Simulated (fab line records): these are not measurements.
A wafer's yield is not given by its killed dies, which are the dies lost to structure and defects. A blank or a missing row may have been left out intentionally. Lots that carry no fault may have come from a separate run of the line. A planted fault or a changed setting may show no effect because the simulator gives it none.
Which tool is to blame? -- flow rit cmos -- 14 lots with 42 wafers sampled at 2 steps, on a route of 202 steps

== WHAT THE GAUGES SHOWED, per wafer ==
RIT_GATE_THK_MEAS_07.
lot,measured,on,GATE_OXIDE_THK (nm)
L418,day 2 11:50,film metro-04,3.02 3.07 3.07
L420,day 3 01:04,film metro-02,2.99 3.00 2.94
L421,day 3 04:35,film metro-04,3.11 3.14 3.08
L423,day 3 16:10,film metro-01,3.05 2.98 2.98
L425,day 3 21:32,film metro-04,3.09 3.06 3.00
L426,day 4 06:54,film metro-01,3.10 2.98 3.06
L427,day 4 10:50,film metro-02,2.56 2.59 2.64
L428,day 4 13:33,film metro-01,3.16 3.11 3.17
L429,day 4 17:58,film metro-01,2.58 2.67 2.64
L430,day 5 01:53,film metro-04,2.93 2.98 3.00
L431,day 5 03:45,film metro-04,2.94 3.04 2.95
L432,day 5 07:23,film metro-01,3.08 3.11 3.11
L437,day 6 10:25,film metro-02,2.92 2.89 2.98
L441,day 7 07:06,film metro-04,3.03 3.05 3.08

== WHICH TOOL RAN EACH LOT (tool, then ch and the chambers of the sampled wafers, then the start) ==
lot,RIT_GATE_OXIDATION_05
L418,"furnace-01 ch 0, day 2 10:28"
L420,"furnace-01 ch 0, day 2 23:44"
L421,"furnace-04 ch 0, day 3 03:14"
L423,"furnace-01 ch 0, day 3 14:31"
L425,"furnace-03 ch 0, day 3 19:58"
L426,"furnace-03 ch 0, day 4 03:58"
L427,"furnace-03 ch 0, day 4 09:31"
L428,"furnace-04 ch 0, day 4 11:45"
L429,"furnace-03 ch 0, day 4 16:38"
L430,"furnace-01 ch 0, day 4 22:36"
L431,"furnace-01 ch 0, day 5 02:25"
L432,"furnace-01 ch 0, day 5 06:03"
L437,"furnace-01 ch 0, day 6 09:05"
L441,"furnace-04 ch 0, day 7 04:28"
- RIT_GATE_OXIDATION_05: target thk 3 nm, ox time 270 s.

== AS READ BY THE TOOLS THEMSELVES (means over the sampled wafers that have a number; for cases with no such wafer, the mark the record gives instead) ==
RIT_GATE_OXIDATION_05.
lot,tool,spike tc centre C (C),spike tc load C (C),spike tc source C (C),tube center temp C (C),tube_center_temp_C_max
L418,furnace-01,901.2,921.8,923.3,900.01,902.2
L420,furnace-01,901.9,922.8,922.2,899.99,902.9
L421,furnace-04,901.1,924.4,929.0,900.01,902.3
L423,furnace-01,901.9,922.9,923.6,900.03,902.0
L425,furnace-03,904.4,926.7,928.2,900.03,902.3
L426,furnace-03,906.1,927.0,927.9,900.00,902.2
L427,furnace-03,892.0,915.0,917.6,888.12,890.7
L428,furnace-04,901.1,924.4,928.9,899.95,902.0
L429,furnace-03,893.0,914.4,916.1,888.15,890.2
L430,furnace-01,900.7,923.0,923.0,900.04,902.3
L431,furnace-01,901.4,922.8,923.8,900.03,902.0
L432,furnace-01,901.6,922.9,924.0,899.95,902.0
L437,furnace-01,901.7,922.3,923.5,900.00,902.3
L441,furnace-04,900.5,924.1,928.0,899.98,902.3

== THE ANSWER, worked out from the rows above alone ==
Rule: usual is defined by the lots themselves. The widest of any qualifying gaps counts: lots, ordered by their means at a reading, are off when they make up no more than a third of the lots, leave a main group of 4 or more, and stand apart from it by 3 or more times the standard deviation of that group's means. The tables above print the reading to a certain number of digits; a main group whose means all agree to those digits is not used. A lot without any number at a reading at which 4 lots or more have one is off too. Any other lot the step has rows for is counted as sound. After the gauges, taken in route order, come the tools' own readings; for these a lot's mean is taken, as printed above. At the first step where some lot is off, the reading lying furthest off is the one used; lots without a number count as furthest.
Off: at RIT_GATE_THK_MEAS_07 (GATE_OXIDE_THK), L427, L429. Main group: mean 3.03 nm, sd 0.062.
If a tool, at a process step before that reading, ran all the lots that are off and no sound lot after the first of them, it fits. Not tried: the gauges at RIT_GATE_THK_MEAS_07; whatever is off there is also off at RIT_GATE_OXIDATION_05, on other tools, and gauge error can't account for it. One fits: RIT_GATE_OXIDATION_05 on furnace-03. Its last sound lot is L426 (day 4 03:58), its first lot that is off L427 (day 4 09:31): a fault that began between those two fits.
The tool's own readings at RIT_GATE_OXIDATION_05 bear it out: on the lots that are off they differ by more than 5 times the standard deviation of the sound lots' means. spike tc centre C reads 892.5 C there against 902.0 C on the sound lots; spike tc load C reads 914.7 C there against 923.8 C on the sound lots; tube center temp C reads 888.13 C there against 900.00 C on the sound lots; tube_center_temp_C_max reads 890.5 there against 902.2 on the sound lots.

== WHAT HAD BEEN PUT IN BY THE SIMULATOR ==
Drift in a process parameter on furnace-03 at RIT_GATE_OXIDATION_05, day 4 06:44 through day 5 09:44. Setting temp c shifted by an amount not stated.
Shown lots that were struck: L427, L429. The rule above found the same.
